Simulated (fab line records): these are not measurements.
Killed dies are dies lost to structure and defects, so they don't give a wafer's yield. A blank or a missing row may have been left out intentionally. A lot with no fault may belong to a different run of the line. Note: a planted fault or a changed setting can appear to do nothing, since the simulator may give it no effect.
fab line records	flow berkeley-cmos170	part 1 of 2: steps 1 to 25 of 35
record: lots: 5	wafers: 15	last-day: 10
route steps=331 shown BACKSIDE@199 SDANNEAL@204 PSD@206 NSD@207 PLDD@208 NLDD@209 SILICIDE@210 CONTACT@216
lots untouched by any fault: they come from a run of this same line in which no faults occurred
start-h: hours from the record's opening day to when the first of the lot's shown wafers began	wait-h: how many hours have passed since the lot's step before this one	" repeats the value in the row above	L1.1+2: one row covering several wafers at once	- value missing, or start not given	* or withheld: withheld	< > ~ a bound
route shown NAME@n: a module of which the file shows steps, and the number in the route of the first	usual: mean/standard deviation of fault-free wafers	same: alike in all rows	chamber/n: place in a boat	sites: per-site readings	_std_site: standard deviation of those values	_edge_site: the outer-site mean with the inner-site mean subtracted	radius-mm: for every site, how far away it sits from the centre of the wafer	mask NAME#n: copy n	behind: the most recent tool/chamber to have shaped the wafer	hold: why the lot went on hold/how many hours it stayed there/how the hold came to an end	device: whichever transistor did not switch (one of n, p or np)	end of line: the tests these same wafers got at the end of their route	for a step that has no rows: nothing shown but its recipe	killed: dies lost to structure and defects at the first sort, not the wafer's yield	map: the dies of a wafer, with x for killed, . for not killed, _ for no die there
set.NAME: the setting that was run; set.NAME@STEP: the one run at that earlier step	model.NAME: the simulator's own value behind a step, which no gauge read
lots seen at some steps along the route; tables by step, rows by wafer
services: a tool's chamber out of use, with start hour (start-h, from the record's first day; less than 0 if before it), hours out, and reason
== steps ==
step: UCB170_BACKSIDE_HMDS_00
recipe: prime-time-s: 60	prime-temp-c: 100
lot.wafer	tool	chamber	start-h	wait-h
L076.2+4+5	litho-track-01	0	130.76	0.0
L074.3+4+6	litho-track-04	0	131.03	0.1
L077.1+3+5	litho-track-02	0	154.62	0.0
L086.2+3+6	litho-track-04	0	182.95	0.0
L087.1+2+6	litho-track-02	0	208.52	0.0
step: UCB170_BACKSIDE_COAT_01
recipe: resist: KrF	spin-rpm: 1500	resist-thk-nm: 900
usual: dispense-pressure-kPa: 49.0/1.7
lot.wafer	tool	chamber	start-h	wait-h	dispense-pressure-kPa
L076.2	litho-track-01	0	130.91	0.1	49.6
L076.4	"	0	"	"	49.6
L076.5	"	0	"	"	49.7
L074.3	litho-track-04	0	131.18	0.1	50.8
L074.4	"	0	"	"	50.8
L074.6	"	0	"	"	50.8
L077.1	litho-track-02	0	154.77	0.1	46.7
L077.3	"	0	"	"	46.7
L077.5	"	0	"	"	46.7
L086.2	litho-track-04	0	183.10	0.1	50.7
L086.3	"	0	"	"	50.7
L086.6	"	0	"	"	50.7
L087.1	litho-track-02	0	208.67	0.1	46.7
L087.2	"	0	"	"	46.7
L087.6	"	0	"	"	46.7
step: UCB170_BACKSIDE_SOFTBAKE_02
recipe: resist: KrF	temp-c: 130	time-s: 60
usual: heater-power-total-W: 56.81/0.045
lot.wafer	tool	chamber	start-h	wait-h	heater-power-total-W
L076.2	litho-track-01	0	131.06	0.1	56.86
L076.4	"	0	"	"	56.82
L076.5	"	0	"	"	56.89
L074.3	litho-track-04	0	131.33	0.1	56.85
L074.4	"	0	"	"	56.84
L074.6	"	0	"	"	56.81
L077.1	litho-track-02	0	154.92	0.1	56.83
L077.3	"	0	"	"	56.85
L077.5	"	0	"	"	56.73
L086.2	litho-track-04	0	183.25	0.1	56.81
L086.3	"	0	"	"	56.91
L086.6	"	0	"	"	56.76
L087.1	litho-track-02	0	208.82	0.1	56.77
L087.2	"	0	"	"	56.85
L087.6	"	0	"	"	56.82
step: UCB170_BACKSIDE_STRIP_03
recipe: chemistry: O2	power-w: 400	pressure-mtorr: 3500	platen-temp-c: withheld	o2-flow-sccm: 400	overash-fraction: 0.5
usual: drypump-motor-current-A: 5.8/0.61	oes-product-au: 0.734/0.0048	strip-time-to-endpoint-s: 21.98/0.057
lot.wafer	tool	chamber	start-h	wait-h	drypump-motor-current-A	oes-product-au	rf-hours-counter-h	strip-time-to-endpoint-s
L076.2	plasma-asher-01	0	131.19	0.1	5.0	0.740	39	22.01
L076.4	"	0	"	"	5.0	0.733	-	22.03
L076.5	"	0	"	"	5.0	0.736	-	22.03
L074.3	plasma-asher-04	0	131.46	0.1	5.1	0.736	-	21.90
L074.4	"	1	"	"	5.5	0.727	-	21.94
L074.6	"	0	"	"	5.1	0.731	-	21.88
L077.1	plasma-asher-04	0	155.07	0.1	5.1	0.733	41	21.99
L077.3	"	1	"	"	5.5	0.733	-	21.92
L077.5	"	1	"	"	5.5	0.732	-	21.99
L086.2	plasma-asher-01	0	183.37	0.1	5.0	0.738	43	21.99
L086.3	"	1	"	"	5.8	0.735	-	21.99
L086.6	"	1	"	"	5.8	0.739	-	21.94
L087.1	plasma-asher-04	0	208.97	0.1	5.1	0.730	47	21.98
L087.2	"	1	"	"	5.5	0.734	47	22.00
L087.6	"	0	"	"	5.1	0.729	-	21.92
step: UCB170_BACKSIDE_CLEAN_04
recipe: chemistry: SPM	temp-c: 120	time-s: 600
usual: bath-guard-temp-C: 120.0/0.4
lot.wafer	tool	chamber	start-h	wait-h	bath-guard-temp-C
L076.2	wet-bench-01	3	131.29	0.1	119.1
L076.4	"	3	"	"	119.2
L076.5	"	3	"	"	119.0
L074.3	wet-bench-04	3	131.53	0.0	120.2
L074.4	"	3	"	"	120.1
L074.6	"	3	"	"	120.2
L077.1	wet-bench-04	3	155.17	0.1	120.1
L077.3	"	3	"	"	119.9
L077.5	"	3	"	"	120.3
L086.2	wet-bench-03	2	183.47	0.1	119.7
L086.3	"	2	"	"	119.9
L086.6	"	2	"	"	119.8
L087.1	wet-bench-01	1	209.07	0.1	120.0
L087.2	"	1	"	"	119.9
L087.6	"	1	"	"	120.1
step: UCB170_SDANNEAL_RTA_00
recipe: temp-c: 900	time-s: 10	ambient: N2
usual: anneal-temp-c-max: 903.2/0.65	lamp-power-pct: 26.1/1.8	wafer_temp_C_max: 903.1/0.63
lot.wafer	tool	chamber	start-h	wait-h	anneal-temp-c-max	lamp-power-pct	wafer_temp_C_max
L076.2	rtp-anneal-02	0	131.47	0.0	902.9	23.9	902.6
L076.4	"	0	"	"	903.6	23.9	903.5
L076.5	"	0	"	"	904.6	23.9	903.5
L074.3	rtp-anneal-01	0	131.74	0.0	903.3	27.6	902.8
L074.4	"	0	"	"	903.5	27.7	902.4
L074.6	"	0	"	"	902.8	27.6	902.5
L077.1	rtp-anneal-01	0	155.37	0.0	902.8	27.6	902.1
L077.3	"	0	"	"	902.3	27.6	903.2
L077.5	"	0	"	"	903.0	27.6	902.5
L086.2	rtp-anneal-01	0	183.66	0.0	904.2	27.7	903.2
L086.3	"	0	"	"	903.6	27.7	902.3
L086.6	"	0	"	"	904.8	27.6	902.6
L087.1	rtp-anneal-02	0	209.24	0.0	902.7	23.9	902.5
L087.2	"	0	"	"	903.7	23.9	903.4
L087.6	"	0	"	"	903.6	23.9	903.5
step: UCB170_SDANNEAL_RTA_01
recipe: temp-c: 1050	time-s: 5	ambient: N2
usual: anneal-temp-c-max: 1053.6/0.76	lamp-power-pct: 40.3/2.8	wafer_temp_C_max: 1053.6/0.76
lot.wafer	tool	chamber	start-h	wait-h	anneal-temp-c-max	lamp-power-pct	wafer_temp_C_max
L076.2	rtp-anneal-02	0	131.54	0.1	1054.6	36.9	1055.5
L076.4	"	0	"	"	1052.9	36.9	1054.5
L076.5	"	0	"	"	1054.4	36.9	1053.7
L074.3	rtp-anneal-01	0	131.81	0.1	1055.3	42.7	1052.9
L074.4	"	0	"	"	1053.8	42.7	1053.9
L074.6	"	0	"	"	1053.3	42.7	1053.4
L077.1	rtp-anneal-01	0	155.44	0.1	1052.6	42.6	1053.2
L077.3	"	0	"	"	1052.4	42.7	1053.6
L077.5	"	0	"	"	1052.2	42.7	1053.5
L086.2	rtp-anneal-01	0	183.73	0.1	1054.2	42.7	1054.4
L086.3	"	0	"	"	1053.3	42.7	1053.6
L086.6	"	0	"	"	1054.1	42.7	1054.1
L087.1	rtp-anneal-02	0	209.31	0.1	1052.6	36.9	1052.7
L087.2	"	0	"	"	1054.2	36.9	1053.8
L087.6	"	0	"	"	1053.2	36.9	1052.8
step: UCB170_SDANNEAL_RS_MEAS_02
recipe: thk-meas-gauge: four-point-probe
usual: PSD_RS: 75.54/0.27
lot.wafer	tool	chamber	start-h	wait-h	PSD_RS[ohm/sq]
L076.2	film-metro-02	-	131.61	0.1	75.91
L076.4	"	-	"	"	75.71
L076.5	"	-	"	"	76.00
L074.3	film-metro-03	-	131.89	0.1	75.57
L074.4	"	-	"	"	75.98
L074.6	"	-	"	"	75.60
L077.1	film-metro-03	-	155.50	0.0	75.82
L077.3	"	-	"	"	75.47
L077.5	"	-	"	"	75.60
L086.2	film-metro-01	-	183.79	0.1	75.60
L086.3	"	-	"	"	75.75
L086.6	"	-	"	"	75.35
L087.1	film-metro-01	-	209.37	0.0	75.73
L087.2	"	-	"	"	76.18
L087.6	"	-	"	"	75.50
step: UCB170_SDANNEAL_RS_MEAS_03
recipe: thk-meas-gauge: four-point-probe
usual: NSD_RS: 37.25/0.085
lot.wafer	tool	chamber	start-h	wait-h	NSD_RS[ohm/sq]
L076.2	film-metro-02	-	131.73	0.1	37.21
L076.4	"	-	"	"	37.29
L076.5	"	-	"	"	37.17
L074.3	film-metro-03	-	132.01	0.1	37.16
L074.4	"	-	"	"	37.13
L074.6	"	-	"	"	37.11
L077.1	film-metro-03	-	155.62	0.1	37.28
L077.3	"	-	"	"	37.25
L077.5	"	-	"	"	37.36
L086.2	film-metro-01	-	183.91	0.1	37.27
L086.3	"	-	"	"	37.24
L086.6	"	-	"	"	37.16
L087.1	film-metro-01	-	209.49	0.1	37.21
L087.2	"	-	"	"	37.21
L087.6	"	-	"	"	37.16
step: UCB170_SDANNEAL_RS_MEAS_04
recipe: thk-meas-gauge: four-point-probe
usual: PLDD_RS: 1031.8/2.2
lot.wafer	tool	chamber	start-h	wait-h	PLDD_RS[ohm/sq]
L076.2	film-metro-02	-	131.85	0.1	1031.9
L076.4	"	-	"	"	1030.3
L076.5	"	-	"	"	1031.6
L074.3	film-metro-03	-	132.13	0.1	1030.5
L074.4	"	-	"	"	1032.3
L074.6	"	-	"	"	1030.4
L077.1	film-metro-03	-	155.74	0.1	1030.0
L077.3	"	-	"	"	1029.2
L077.5	"	-	"	"	1028.6
L086.2	film-metro-01	-	184.03	0.1	1032.8
L086.3	"	-	"	"	1030.9
L086.6	"	-	"	"	1028.3
L087.1	film-metro-01	-	209.61	0.1	1032.1
L087.2	"	-	"	"	1032.5
L087.6	"	-	"	"	1032.4
step: UCB170_SDANNEAL_RS_MEAS_05
recipe: thk-meas-gauge: four-point-probe
usual: NLDD_RS: 616.0/1.6
lot.wafer	tool	chamber	start-h	wait-h	NLDD_RS[ohm/sq]
L076.2	film-metro-02	-	131.97	0.1	619.0
L076.4	"	-	"	"	619.8
L076.5	"	-	"	"	619.7
L074.3	film-metro-03	-	132.25	0.1	614.3
L074.4	"	-	"	"	613.8
L074.6	"	-	"	"	614.8
L077.1	film-metro-03	-	155.86	0.1	617.6
L077.3	"	-	"	"	617.8
L077.5	"	-	"	"	617.4
L086.2	film-metro-01	-	184.15	0.1	616.0
L086.3	"	-	"	"	615.1
L086.6	"	-	"	"	615.6
L087.1	film-metro-01	-	209.73	0.1	611.6
L087.2	"	-	"	"	613.6
L087.6	"	-	"	"	614.2
step: UCB170_SILICIDE_PRE_CLEAN_00
recipe: gas: Ar	preclean-etch-time-s: 60
lot.wafer	tool	chamber	start-h	wait-h
L076.2+4+5	pvd-sputter-02	-	132.07	0.1
L074.3+4+6	pvd-sputter-04	-	132.33	0.1
L077.1+3+5	pvd-sputter-02	-	155.98	0.1
L086.2+3+6	pvd-sputter-03	-	184.25	0.1
L087.1+2+6	pvd-sputter-02	-	209.85	0.1
step: UCB170_SILICIDE_SPUTTER_01
recipe: material: Ti	target-thk-nm: 30	time-s: 25	power-w: 1500	chamber-pressure-pa: 0.5
usual: throttle-valve-pct: 29.9/0.76
lot.wafer	tool	chamber	start-h	wait-h	throttle-valve-pct
L076.2	pvd-sputter-02	-	132.14	0.0	29.6
L076.4	"	-	"	"	30.7
L076.5	"	-	"	"	28.9
L074.3	pvd-sputter-04	-	132.39	0.0	30.9
L074.4	"	-	"	"	28.5
L074.6	"	-	"	"	28.5
L077.1	pvd-sputter-02	-	156.05	0.0	29.1
L077.3	"	-	"	"	29.0
L077.5	"	-	"	"	29.7
L086.2	pvd-sputter-03	-	184.32	0.0	30.1
L086.3	"	-	"	"	29.9
L086.6	"	-	"	"	30.2
L087.1	pvd-sputter-02	-	209.91	0.0	29.5
L087.2	"	-	"	"	31.3
L087.6	"	-	"	"	28.6
step: UCB170_SILICIDE_RS_MEAS_02
recipe: thk-meas-gauge: four-point-probe	reads: Ti_of_SILICIDE_SPUTTER_01
usual: SILICIDE_TI_RS: 26.23/0.25
lot.wafer	tool	chamber	start-h	wait-h	SILICIDE_TI_RS[ohm/sq]
L076.2	film-metro-02	-	132.19	0.0	26.32
L076.4	"	-	"	"	26.23
L076.5	"	-	"	"	26.11
L074.3	film-metro-04	-	132.46	0.1	26.11
L074.4	"	-	"	"	25.98
L074.6	"	-	"	"	26.28
L077.1	film-metro-02	-	156.08	0.0	25.65
L077.3	"	-	"	"	25.86
L077.5	"	-	"	"	25.80
L086.2	film-metro-02	-	184.37	0.0	26.60
L086.3	"	-	"	"	26.56
L086.6	"	-	"	"	26.48
L087.1	film-metro-02	-	209.94	0.0	25.69
L087.2	"	-	"	"	26.08
L087.6	"	-	"	"	25.93
step: UCB170_SILICIDE_THK_MEAS_03
recipe: thk-meas-gauge: xrf	reads: Ti_of_SILICIDE_SPUTTER_01
usual: SILICIDE_TI_THK: 30.12/0.25
lot.wafer	tool	chamber	start-h	wait-h	SILICIDE_TI_THK[nm]
L076.2	film-metro-02	-	132.30	0.1	29.99
L076.4	"	-	"	"	30.08
L076.5	"	-	"	"	30.23
L074.3	film-metro-04	-	132.56	0.1	30.22
L074.4	"	-	"	"	30.46
L074.6	"	-	"	"	29.99
L077.1	film-metro-02	-	156.20	0.1	30.78
L077.3	"	-	"	"	30.61
L077.5	"	-	"	"	30.65
L086.2	film-metro-02	-	184.48	0.1	29.95
L086.3	"	-	"	"	29.82
L086.6	"	-	"	"	29.95
L087.1	film-metro-02	-	210.06	0.1	30.78
L087.2	"	-	"	"	30.31
L087.6	"	-	"	"	30.50
step: UCB170_SILICIDE_RTA_04
recipe: temp-c: 650	time-s: 15	ambient: N2
usual: anneal-temp-c-max: 652.4/0.46	lamp-power-pct: 11.0/0.8	wafer_temp_C_max: 652.3/0.48
lot.wafer	tool	chamber	start-h	wait-h	anneal-temp-c-max	lamp-power-pct	wafer_temp_C_max
L076.2	rtp-anneal-02	0	132.36	0.1	652.6	10.2	651.9
L076.4	"	0	"	"	652.4	10.2	651.5
L076.5	"	0	"	"	651.8	10.2	652.1
L074.3	rtp-anneal-01	0	132.63	0.1	651.6	11.9	652.0
L074.4	"	0	"	"	651.9	11.8	652.9
L074.6	"	0	"	"	652.8	11.8	651.1
L077.1	rtp-anneal-02	0	156.26	0.1	652.8	10.2	652.5
L077.3	"	0	"	"	652.1	10.2	652.7
L077.5	"	0	"	"	651.8	10.2	652.2
L086.2	rtp-anneal-02	0	184.54	0.1	652.0	10.3	652.3
L086.3	"	0	"	"	652.8	10.2	652.9
L086.6	"	0	"	"	652.1	10.3	653.2
L087.1	rtp-anneal-01	0	210.12	0.1	652.4	11.8	652.2
L087.2	"	0	"	"	653.0	11.8	652.0
L087.6	"	0	"	"	652.1	11.8	652.0
step: UCB170_SILICIDE_WET_ETCH_05
recipe: chemistry: SPM	time-s: 45	temp-c: 120	target: Ti
usual: bath-guard-temp-C: 119.8/0.42
lot.wafer	tool	chamber	start-h	wait-h	bath-guard-temp-C
L076.2	wet-bench-02	0	132.42	0.1	119.6
L076.4	"	0	"	"	119.3
L076.5	"	0	"	"	120.0
L074.3	wet-bench-01	2	132.68	0.0	119.2
L074.4	"	2	"	"	119.9
L074.6	"	2	"	"	119.7
L077.1	wet-bench-03	0	156.33	0.1	120.3
L077.3	"	0	"	"	120.4
L077.5	"	0	"	"	120.4
L086.2	wet-bench-03	2	184.61	0.1	120.0
L086.3	"	2	"	"	119.7
L086.6	"	2	"	"	120.2
L087.1	wet-bench-02	2	210.20	0.1	120.2
L087.2	"	2	"	"	120.3
L087.6	"	2	"	"	120.4
step: UCB170_CONTACT_CLEAN_00
recipe: chemistry: SPM	temp-c: 120	time-s: 600
usual: bath-guard-temp-C: 119.8/0.43
lot.wafer	tool	chamber	start-h	wait-h	bath-guard-temp-C
L076.2	wet-bench-01	2	132.44	0.0	119.2
L076.4	"	2	"	"	119.7
L076.5	"	2	"	"	119.6
L074.3	wet-bench-02	1	132.70	0.0	119.8
L074.4	"	1	"	"	120.2
L074.6	"	1	"	"	119.8
L077.1	wet-bench-02	1	156.35	0.0	120.0
L077.3	"	1	"	"	119.8
L077.5	"	1	"	"	119.8
L086.2	wet-bench-03	2	184.63	0.0	119.5
L086.3	"	2	"	"	119.6
L086.6	"	2	"	"	119.7
L087.1	wet-bench-01	0	210.22	0.0	120.0
L087.2	"	0	"	"	120.4
L087.6	"	0	"	"	120.2
step: UCB170_CONTACT_CVD_01
recipe: material: PSG	target-thk-nm: 700	temp-c: 450	precursor: SiH4/O2/PH3	time-s: 2820	pressure-mtorr: 300	sih4-flow-sccm: 60	o2-flow-sccm: 92.06	ph3-flow-sccm: 25
lot.wafer	tool	chamber	start-h	wait-h
L074.3+4+6	lpcvd-02	1	133.01	0.1
L076.2+4+5	lpcvd-02	1	133.01	0.4
L077.1+3+5	lpcvd-02	1	156.53	0.0
L086.2+3+6	lpcvd-01	0	185.01	0.2
L087.1+2+6	lpcvd-01	0	210.86	0.5
step: UCB170_CONTACT_THK_MEAS_02
recipe: reads: PSG_of_CONTACT_CVD_01
usual: CONTACT_PSG_THK: 706/7
lot.wafer	tool	chamber	start-h	wait-h	CONTACT_PSG_THK[nm]
L076.2	film-metro-01	-	134.81	0.0	703
L076.4	"	-	"	"	701
L076.5	"	-	"	"	703
L074.3	film-metro-02	-	134.82	0.0	711
L074.4	"	-	"	"	708
L074.6	"	-	"	"	704
L077.1	film-metro-01	-	158.31	0.0	708
L077.3	"	-	"	"	713
L077.5	"	-	"	"	709
L086.2	film-metro-02	-	186.80	0.0	709
L086.3	"	-	"	"	701
L086.6	"	-	"	"	705
L087.1	film-metro-04	-	212.65	0.0	713
L087.2	"	-	"	"	708
L087.6	"	-	"	"	704
step: UCB170_CONTACT_HMDS_03
recipe: prime-time-s: 60	prime-temp-c: 100
lot.wafer	tool	chamber	start-h	wait-h
L076.2+4+5	litho-track-03	0	134.88	0.1
L074.3+4+6	litho-track-01	0	134.91	0.1
L077.1+3+5	litho-track-02	0	158.37	0.1
L086.2+3+6	litho-track-03	0	186.88	0.1
L087.1+2+6	litho-track-03	0	212.71	0.1
step: UCB170_CONTACT_COAT_04
recipe: resist: KrF	spin-rpm: 1500	resist-thk-nm: 900
usual: dispense-pressure-kPa: 50.0/2.5
lot.wafer	tool	chamber	start-h	wait-h	dispense-pressure-kPa
L076.2	litho-track-03	0	135.03	0.1	52.6
L076.4	"	0	"	"	52.6
L076.5	"	0	"	"	52.6
L074.3	litho-track-01	0	135.06	0.1	49.6
L074.4	"	0	"	"	49.6
L074.6	"	0	"	"	49.6
L077.1	litho-track-02	0	158.52	0.1	46.7
L077.3	"	0	"	"	46.7
L077.5	"	0	"	"	46.7
L086.2	litho-track-03	0	187.03	0.1	52.6
L086.3	"	0	"	"	52.6
L086.6	"	0	"	"	52.6
L087.1	litho-track-03	0	212.86	0.1	52.6
L087.2	"	0	"	"	52.6
L087.6	"	0	"	"	52.5
step: UCB170_CONTACT_SOFTBAKE_05
recipe: resist: KrF	temp-c: 130	time-s: 60
usual: heater-power-total-W: 56.80/0.045
lot.wafer	tool	chamber	start-h	wait-h	heater-power-total-W
L076.2	litho-track-03	0	135.18	0.1	56.77
L076.4	"	0	"	"	56.91
L076.5	"	0	"	"	56.85
L074.3	litho-track-01	0	135.21	0.1	56.83
L074.4	"	0	"	"	56.79
L074.6	"	0	"	"	56.80
L077.1	litho-track-02	0	158.67	0.1	56.83
L077.3	"	0	"	"	56.75
L077.5	"	0	"	"	56.82
L086.2	litho-track-03	0	187.18	0.1	56.83
L086.3	"	0	"	"	56.80
L086.6	"	0	"	"	56.70
L087.1	litho-track-03	0	213.01	0.1	56.74
L087.2	"	0	"	"	56.79
L087.6	"	0	"	"	56.77
step: UCB170_CONTACT_STRIP_06
recipe: chemistry: O2	power-w: 400	pressure-mtorr: 3500	platen-temp-c: withheld	o2-flow-sccm: 400	overash-fraction: 0.5
usual: drypump-motor-current-A: 5.9/0.53	oes-product-au: 0.735/0.0042	strip-time-to-endpoint-s: 21.95/0.071
lot.wafer	tool	chamber	start-h	wait-h	drypump-motor-current-A	oes-product-au	rf-hours-counter-h	strip-time-to-endpoint-s
L076.2	plasma-asher-02	0	135.31	0.1	6.5	0.734	47	21.95
L076.4	"	0	"	"	6.5	0.732	-	21.94
L076.5	"	1	"	"	6.6	0.736	-	21.90
L074.3	plasma-asher-03	1	135.34	0.1	5.4	0.741	-	22.11
L074.4	"	0	"	"	5.9	0.731	-	22.07
L074.6	"	0	"	"	5.9	0.726	-	22.12
L077.1	plasma-asher-02	1	158.82	0.1	6.6	0.728	50	22.00
L077.3	"	0	"	"	6.5	0.740	-	21.97
L077.5	"	1	"	"	6.5	0.734	-	21.94
L086.2	plasma-asher-04	0	187.30	0.1	5.2	0.741	44	21.94
L086.3	"	1	"	"	5.5	0.741	-	21.96
L086.6	"	0	"	"	5.1	0.733	-	21.88
L087.1	plasma-asher-03	0	213.16	0.1	5.9	0.738	11	21.92
L087.2	"	1	"	"	5.3	0.740	11	21.81
L087.6	"	0	"	"	5.9	0.729	-	21.82
step: UCB170_CONTACT_CLEAN_07
recipe: chemistry: SPM	temp-c: 120	time-s: 600
usual: bath-guard-temp-C: 119.8/0.45
lot.wafer	tool	chamber	start-h	wait-h	bath-guard-temp-C
L074.3	wet-bench-01	3	135.41	0.0	119.2
L074.4	"	3	"	"	119.2
L074.6	"	3	"	"	119.4
L076.2	wet-bench-01	3	135.41	0.1	119.5
L076.4	"	3	"	"	119.2
L076.5	"	3	"	"	119.2
L077.1	wet-bench-03	0	158.92	0.1	120.2
L077.3	"	0	"	"	120.3
L077.5	"	0	"	"	120.1
L086.2	wet-bench-01	3	188.23	0.9	119.5
L086.3	"	3	"	"	119.6
L086.6	"	3	"	"	119.4
L087.1	wet-bench-02	1	213.26	0.1	119.6
L087.2	"	1	"	"	119.9
L087.6	"	1	"	"	119.7
